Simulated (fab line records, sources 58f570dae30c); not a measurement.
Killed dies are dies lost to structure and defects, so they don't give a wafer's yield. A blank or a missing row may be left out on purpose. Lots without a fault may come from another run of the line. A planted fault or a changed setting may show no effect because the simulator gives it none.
A struck lot beside a sound one | flow berkeley_cmos170 | 23 steps out of a route of 331
Sound: wafers L664.2, L664.4, L664.5. Struck: wafers L666.1, L666.2, L666.6. The cause comes at the end.
At each step with rows: each side's tool, then ch and its chambers, then its first start. Under that, the readings that differ: sound wafers | struck wafers | difference of the means | sigmas: that difference in standard deviations of wafers without a fault.
alike: readings whose means differ by less than 2 such deviations, and words and numbers that are the same on both sides. not compared: withheld readings, readings that some wafer has no value for, bounds like >300 that may hide the same value, and numbers for which the record gives no deviation and whose values overlap.
The two part at a step that has a row with sigmas, a row that says differs or no value, or rows on one side only. Numbers that don't overlap but have no deviation are shown without sigmas and don't part them. A reading that every wafer of one side lacks parts them only if that side has two wafers or more.

first, 6 steps without rows for these wafers: UCB170_ZERO_HMDS_00 (prime time 60 s); UCB170_ZERO_COAT_01 (resist thk 900 nm); UCB170_ZERO_SOFTBAKE_02 (time 58.87 s); UCB170_ZERO_EXPOSE_03 (exposes mask PM MARKS, target cd 4000 nm); UCB170_ZERO_PEB_04; UCB170_ZERO_DEVELOP_05 (develop time 45 s).
UCB170_ZERO_ETCH_06: etches SiO2 in CHF3/CF4/Ar, time 12 s.
  sound on rie_diel-01 ch 0,1,3, day 2 21:30; struck on rie_diel-01 ch 2,3, day 3 03:19
  alike: drypump_motor_current_A, oes_product_au, throttle_valve_pct
  not compared: rf_hours_counter_h
UCB170_ZERO_STRIP_07: strips in O2.
  sound on plasma_asher-01 ch 0, day 2 21:31; struck on plasma_asher-01 ch 0,1, day 3 03:20
  alike: drypump_motor_current_A, oes_product_au, strip_time_to_endpoint_s
  not compared: rf_hours_counter_h
then, 2 steps without rows for these wafers: UCB170_NWELL_WET_ETCH_00 (etches SiO2 in dHF, time 200 s); UCB170_NWELL_OXIDATION_01 (target thk 26.4 nm, ox time 1260 s).
UCB170_NWELL_THK_MEAS_02:
  sound on film_metro-02, day 3 01:05; struck on film_metro-02, day 3 06:35
  alike: NWELL_OXIDE_THK
then, 1 step without rows for these wafers: UCB170_NWELL_ANNEAL_03 (time 900 s).
UCB170_NWELL_CVD_04: deposits Si3N4 from SiH2Cl2/NH3, target thk 224 nm, time 3360 s.
  sound on lpcvd-02 ch 0, day 3 05:15; struck on lpcvd-02 ch 0, day 3 15:37
  alike: nh3_flow_sccm
UCB170_NWELL_THK_MEAS_05:
  sound on film_metro-01, day 3 07:12; struck on film_metro-02, day 3 17:32
  reading                | sound             | struck            | difference | sigmas
  NWELL_NITRIDE_THK (nm) | 222.6 223.7 222.4 | 441.1 447.0 443.0 | +220.8     | +99 or more
then, 6 steps without rows for these wafers: UCB170_NWELL_HMDS_06 (prime time 60 s); UCB170_NWELL_COAT_07 (resist thk 900 nm); UCB170_NWELL_SOFTBAKE_08 (time 60 s); UCB170_NWELL_EXPOSE_09 (exposes mask NWELL, target cd 3000 nm); UCB170_NWELL_PEB_10; UCB170_NWELL_DEVELOP_11 (develop time 45 s).
UCB170_NWELL_OVL_MEAS_12:
  sound on overlay-01, day 3 09:20; struck on overlay-02, day 3 18:46
  alike: NWELL_OVL
UCB170_NWELL_ETCH_13: etches Si3N4 in CH3F/Ar/O2, stops on SiO2, target depth 246.4 nm, time 154 s.
  sound on rie_diel-02 ch 0,2,3, day 3 09:22; struck on rie_diel-02 ch 0,1,2, day 3 18:48
  reading                  | sound             | struck            | difference | sigmas
  oes_product_au (a.u.)    | 0.947 0.941 0.916 | 1.011 1.007 1.015 | +0.076     | +5
  model.etch.depth_nm (nm) | 222.7 223.7 222.3 | 246.4 250.6 250.1 | +26.1      |
  alike: O2_flow_sccm, drypump_motor_current_A, throttle_valve_pct
  not compared: rf_hours_counter_h
then, 1 step without rows for these wafers: UCB170_NWELL_IMPLANT_14.

WHERE THEY PART
First at UCB170_NWELL_THK_MEAS_05; last, within this record, at UCB170_NWELL_ETCH_13.

WHY: what the simulator had put in
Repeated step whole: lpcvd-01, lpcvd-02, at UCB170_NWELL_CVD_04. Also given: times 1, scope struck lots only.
